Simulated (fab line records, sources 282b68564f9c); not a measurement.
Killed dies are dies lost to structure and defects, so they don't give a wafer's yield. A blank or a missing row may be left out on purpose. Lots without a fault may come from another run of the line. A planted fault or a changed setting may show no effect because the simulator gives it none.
Chamber matching | flow rit_cmos | RIT_GATE_ETCH_19 on rie_si-01: 4 sister chambers
The step etches poly-Si in SF6/CHF3/O2, stops on SiO2, time 165 s, target depth 312.5 nm. 8 wafers are shown with their chamber, then 7 later ones without.

WAFERS WITH THEIR CHAMBER
wafer  | chamber | drypump_motor_current_A (A) | throttle_valve_pct (%)
L552.2 | 1       | 5.8                         | 10.59
L554.3 | 2       | 5.5                         | 10.09
L556.3 | 1       | 5.8                         | 10.57
L556.4 | 3       | 6.4                         | 10.03
L558.2 | 2       | 5.5                         | 10.07
L558.6 | 0       | 6.0                         | 10.32
L560.2 | 3       | 6.3                         | 10.05
L560.5 | 0       | 6.0                         | 10.35

WAFERS WITHOUT THEIR CHAMBER
wafer  | drypump_motor_current_A (A) | throttle_valve_pct (%)
L560.6 | 6.4                         | 10.03
L570.2 | 6.0                         | 10.33
L570.3 | 5.8                         | 10.59
L570.4 | 5.5                         | 10.07
L574.1 | 6.4                         | 10.04
L574.3 | 5.8                         | 10.58
L574.5 | 6.4                         | 10.03

WHICH CHAMBER EACH WENT THROUGH
wafer  | from the rows above | in truth
L560.6 | 3                   | 3
L570.2 | 0                   | 0
L570.3 | 1                   | 1
L570.4 | 2                   | 2
L574.1 | 3                   | 3
L574.3 | 1                   | 1
L574.5 | 3                   | 3
Placed correctly: 7 of 7. Can't be placed from these rows: 0. Placed wrongly: 0.
How it was worked out, from the rows above alone: a wafer's distance from a chamber is the root of the sum, over the readings, of the square of ((its reading less the chamber's mean) divided by the reading's scatter). The wafer belongs to the nearest chamber; if the next one is less than 2 further off, it can't be placed. A chamber's mean is the mean of its shown wafers. The scatter: the root of (the sum of the squares of (reading less its chamber's mean) over the shown wafers, divided by (wafers less chambers)).
